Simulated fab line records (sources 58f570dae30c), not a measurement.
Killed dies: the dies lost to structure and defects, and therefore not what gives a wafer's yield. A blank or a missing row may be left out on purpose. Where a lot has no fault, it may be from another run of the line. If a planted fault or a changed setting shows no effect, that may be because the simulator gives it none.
What tool caused it? | flow berkeleyCmos170 | Sampling: 14 lots, 42 wafers, 5 of 331 route steps

## WHAT THE GAUGES READ, wafer by wafer
UCB170_PLDD_TW_MEAS_11. Usual: for PLDD_TW the level is 1008 and the standard deviation is 8.3.
lot  | measured     | on           | PLDD_TW        | flag
L524 | day 7 02:09  | filmMetro-01 | 996 1001 998   | 
L525 | day 7 16:56  | filmMetro-03 | 1019 1012 1017 | 
L526 | day 7 16:51  | filmMetro-01 | 992 992 999    | 
L528 | day 8 03:48  | filmMetro-02 | 1009 1009 1006 | 
L530 | day 8 18:38  | filmMetro-03 | 1012 1014 1014 | 
L531 | day 8 18:10  | filmMetro-03 | 1016 1015 1012 | 
L536 | day 9 22:12  | filmMetro-03 | 1011 1011 1019 | 
L538 | day 10 13:33 | filmMetro-03 | 943 941 941    | OFF
L539 | day 10 13:56 | filmMetro-03 | 938 940 938    | OFF
L540 | day 10 13:50 | filmMetro-02 | 1011 1005 1014 | 
L541 | day 11 05:16 | filmMetro-02 | 1019 1014 1012 | 
L542 | day 11 05:00 | filmMetro-01 | 999 997 998    | 
L544 | day 12 01:14 | filmMetro-02 | 1015 1006 1008 | 
L547 | day 12 17:14 | filmMetro-02 | 1008 1015 1000 | 

UCB170_SDANNEAL_RS_MEAS_04: a four-point-probe measurement. Usual: for PLDD_RS the level is 1031.8 ohm/sq and the standard deviation is 2.9.
lot  | measured     | on           | PLDD_RS (ohm/sq)     | flag
L524 | day 7 15:47  | filmMetro-02 | 1031.1 1030.1 1028.6 | 
L525 | day 8 06:37  | filmMetro-03 | 1030.4 1031.8 1033.9 | 
L526 | day 8 06:54  | filmMetro-01 | 1031.8 1033.6 1030.6 | 
L528 | day 8 20:09  | filmMetro-03 | 1032.9 1032.5 1031.9 | 
L530 | day 9 07:45  | filmMetro-03 | 1032.6 1034.0 1032.2 | 
L531 | day 9 08:03  | filmMetro-01 | 1030.4 1030.6 1029.1 | 
L536 | day 10 16:04 | filmMetro-02 | 1026.9 1027.1 1027.6 | 
L538 | day 11 04:14 | filmMetro-01 | 1257.6 1257.1 1258.0 | OFF
L539 | day 11 04:26 | filmMetro-02 | 1259.5 1257.9 1258.0 | OFF
L540 | day 11 04:17 | filmMetro-03 | 1035.1 1035.6 1033.0 | 
L541 | day 11 19:57 | filmMetro-03 | 1030.1 1028.5 1029.4 | 
L542 | day 11 20:23 | filmMetro-02 | 1036.7 1034.0 1031.8 | 
L544 | day 12 16:07 | filmMetro-03 | 1036.1 1032.4 1035.4 | 
L547 | day 13 05:32 | filmMetro-01 | 1035.0 1035.6 1035.5 | 

## WHICH TOOL RAN EACH LOT (tool, then ch and the chambers of the sampled wafers, then the start)
lot  | UCB170_ZERO_ETCH_06              | UCB170_NVT_STRIP_08                 | UCB170_PLDD_IMPLANT_09
L524 | rieDiel-01 ch 1,2,3, day 1 23:24 | plasmaAsher-02 ch 0,1, day 6 05:40  | implanter-03 ch 0, day 7 01:54
L525 | rieDiel-03 ch 0,1,2, day 2 04:55 | plasmaAsher-03 ch 0,1, day 6 18:19  | implanter-04 ch 0, day 7 16:41
L526 | rieDiel-03 ch 0,1,3, day 2 09:40 | plasmaAsher-03 ch 0,1, day 6 18:55  | implanter-03 ch 0, day 7 16:38
L528 | rieDiel-04 ch 0,2, day 2 22:23   | plasmaAsher-03 ch 0,1, day 7 08:35  | implanter-04 ch 0, day 8 03:33
L530 | rieDiel-03 ch 0,3, day 3 06:19   | plasmaAsher-02 ch 0, day 7 21:26    | implanter-03 ch 0, day 8 18:24
L531 | rieDiel-04 ch 0,1,3, day 3 06:21 | plasmaAsher-01 ch 0,1, day 7 21:44  | implanter-01 ch 0, day 8 17:56
L536 | rieDiel-01 ch 0,1,2, day 4 11:21 | plasmaAsher-03 ch 0,1, day 8 19:48  | implanter-03 ch 0, day 9 21:58
L538 | rieDiel-03 ch 0,1, day 4 17:04   | plasmaAsher-01 ch 0,1, day 9 18:11  | implanter-04 ch 0, day 10 13:18
L539 | rieDiel-04 ch 1,3, day 4 21:47   | plasmaAsher-03 ch 0,1, day 9 18:32  | implanter-04 ch 0, day 10 13:41
L540 | rieDiel-03 ch 0,1,2, day 5 04:13 | plasmaAsher-02 ch 0,1, day 9 18:29  | implanter-03 ch 0, day 10 13:37
L541 | rieDiel-04 ch 0,3, day 5 10:11   | plasmaAsher-01 ch 0,1, day 10 07:49 | implanter-03 ch 0, day 11 05:01
L542 | rieDiel-03 ch 1,3, day 5 13:43   | plasmaAsher-02 ch 0,1, day 10 07:44 | implanter-01 ch 0, day 11 04:45
L544 | rieDiel-03 ch 0,2,3, day 6 04:32 | plasmaAsher-01 ch 0,1, day 11 06:43 | implanter-01 ch 0, day 12 00:59
L547 | rieDiel-04 ch 0,3, day 6 14:34   | plasmaAsher-02 ch 0,1, day 11 18:37 | implanter-03 ch 0, day 12 17:01
- UCB170_ZERO_ETCH_06: etches SiO2 in CHF3/CF4/Ar, time 12 s.
- UCB170_NVT_STRIP_08: strips in O2.
- UCB170_PLDD_IMPLANT_09

## WHAT THE TOOLS THEMSELVES READ (means of the sampled wafers that have a number; where no wafer has one, the mark that the record gives instead)
UCB170_ZERO_ETCH_06. Usual: chamberPressureMTorr 99.99 mTorr, standard deviation 0.092; drypumpMotorCurrentA 5.7 A, standard deviation 0.56; oesProductAu 0.619 a.u., standard deviation 0.0076; throttleValvePct 9.21 %, standard deviation 0.14.
lot  | tool       | chamberPressureMTorr (mTorr) | drypumpMotorCurrentA (A) | oesProductAu (a.u.) | throttleValvePct (%) | flag
L524 | rieDiel-01 | 100.01                       | 5.8                      | 0.622               | 9.28                 | 
L525 | rieDiel-03 | 99.91                        | 5.3                      | 0.621               | 9.32                 | 
L526 | rieDiel-03 | 100.05                       | 5.4                      | 0.620               | 9.32                 | 
L528 | rieDiel-04 | 100.04                       | 5.8                      | 0.618               | 9.02                 | 
L530 | rieDiel-03 | 100.02                       | 5.8                      | 0.623               | 9.32                 | 
L531 | rieDiel-04 | 100.04                       | 5.7                      | 0.613               | 9.09                 | 
L536 | rieDiel-01 | 99.97                        | 5.8                      | 0.628               | 9.16                 | 
L538 | rieDiel-03 | 100.04                       | 5.0                      | 0.617               | 9.32                 | 
L539 | rieDiel-04 | 100.01                       | 5.4                      | 0.612               | 9.10                 | 
L540 | rieDiel-03 | 100.00                       | 5.3                      | 0.616               | 9.33                 | 
L541 | rieDiel-04 | 99.97                        | 6.1                      | 0.617               | 9.18                 | 
L542 | rieDiel-03 | 100.00                       | 5.6                      | 0.619               | 9.27                 | 
L544 | rieDiel-03 | 100.02                       | 5.7                      | 0.619               | 9.31                 | 
L547 | rieDiel-04 | 99.90                        | 6.1                      | 0.614               | 9.17                 | 

UCB170_NVT_STRIP_08. Usual: chamberPressureMTorr 3499.6 mTorr, standard deviation 2.7; drypumpMotorCurrentA 6.0 A, standard deviation 0.46; oesProductAu 0.734 a.u., standard deviation 0.0047; stripTimeToEndpointS 21.64 s, standard deviation 0.063.
lot  | tool           | chamberPressureMTorr (mTorr) | drypumpMotorCurrentA (A) | oesProductAu (a.u.) | stripTimeToEndpointS (s) | flag
L524 | plasmaAsher-02 | 3502.3                       | 6.5                      | 0.736               | 21.70                    | 
L525 | plasmaAsher-03 | 3501.4                       | 6.0                      | 0.735               | 21.71                    | 
L526 | plasmaAsher-03 | 3496.5                       | 6.0                      | 0.739               | 21.69                    | 
L528 | plasmaAsher-03 | 3501.2                       | 5.9                      | 0.733               | 21.64                    | 
L530 | plasmaAsher-02 | 3501.5                       | 6.7                      | 0.733               | 21.73                    | 
L531 | plasmaAsher-01 | 3502.3                       | 5.5                      | 0.732               | 21.63                    | 
L536 | plasmaAsher-03 | 3501.5                       | 6.0                      | 0.730               | 21.58                    | 
L538 | plasmaAsher-01 | 3497.3                       | 5.5                      | 0.736               | 21.68                    | 
L539 | plasmaAsher-03 | 3498.6                       | 6.0                      | 0.731               | 21.67                    | 
L540 | plasmaAsher-02 | 3497.1                       | 6.5                      | 0.731               | 21.56                    | 
L541 | plasmaAsher-01 | 3500.9                       | 5.5                      | 0.734               | 21.69                    | 
L542 | plasmaAsher-02 | 3500.7                       | 6.5                      | 0.736               | 21.59                    | 
L544 | plasmaAsher-01 | 3503.2                       | 5.5                      | 0.735               | 21.74                    | 
L547 | plasmaAsher-02 | 3498.7                       | 6.5                      | 0.733               | 21.62                    | 

UCB170_PLDD_IMPLANT_09. Usual: doseIonsCm2 5e+13, standard deviation 5.6e+10; faradayCurrentUA 159, standard deviation 3.1; tiltDeg 6.998 degrees, standard deviation 0.018.
lot  | tool         | doseIonsCm2 | faradayCurrentUA | tiltDeg (degrees) | flag
L524 | implanter-03 | 5e+13       | 160              | 6.988             | 
L525 | implanter-04 | 5e+13       | 159              | 7.003             | 
L526 | implanter-03 | 5e+13       | 158              | 6.988             | 
L528 | implanter-04 | 5e+13       | 158              | 6.995             | 
L530 | implanter-03 | 5e+13       | 161              | 6.995             | 
L531 | implanter-01 | 5e+13       | 159              | 7.001             | 
L536 | implanter-03 | 5e+13       | 157              | 7.018             | 
L538 | implanter-04 | 3e+13       | 87               | 6.989             | OFF
L539 | implanter-04 | 3e+13       | 88               | 7.001             | OFF
L540 | implanter-03 | 5e+13       | 160              | 6.989             | 
L541 | implanter-03 | 5e+13       | 157              | 6.992             | 
L542 | implanter-01 | 5e+13       | 159              | 6.999             | 
L544 | implanter-01 | 5e+13       | 160              | 6.989             | 
L547 | implanter-03 | 5e+13       | 157              | 7.005             | 

## THE ANSWER, worked out from the rows above alone
Rule: take the mean of a lot's wafers that have a number; if it is more than 3 standard deviations from the usual mean, the lot is off. A lot without any number at a reading at which 4 lots or more have one is off too. Any other lot the step has rows for is counted as sound. After the gauges, taken in route order, come the tools' own readings; for these a lot's mean is taken, as printed above. The first step at which some lot is off is used, and at that step the reading that is off furthest; a lot without a number counts as furthest.
Off: at UCB170_PLDD_TW_MEAS_11 (PLDD_TW), L538, L539.
A tool fits if, at a process step before that reading, it ran every lot that is off, and no sound lot after the first of them. Not tried: the gauges at UCB170_PLDD_TW_MEAS_11; whatever is off there is also off at UCB170_SDANNEAL_RS_MEAS_04, on other tools, and gauge error can't account for it. One candidate fits, namely implanter-04 at UCB170_PLDD_IMPLANT_09. A fault onset in the window from L528 (day 8 03:33, its last sound lot) to L538 (day 10 13:18, its first lot off) fits.
The tool's own readings at UCB170_PLDD_IMPLANT_09 bear it out: on the lots that are off they differ by more than 5 times the standard deviation of the sound lots' means. doseIonsCm2 reads 3e+13 there against 5e+13 on the sound lots; faradayCurrentUA reads 88 there against 159 on the sound lots.

## WHAT WAS PUT IN BY THE SIMULATOR
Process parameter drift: implanter-04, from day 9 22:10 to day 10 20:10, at UCB170_PLDD_IMPLANT_09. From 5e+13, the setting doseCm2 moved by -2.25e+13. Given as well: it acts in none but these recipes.
Struck lots among those shown: L538, L539. The rule above reached the same finding.
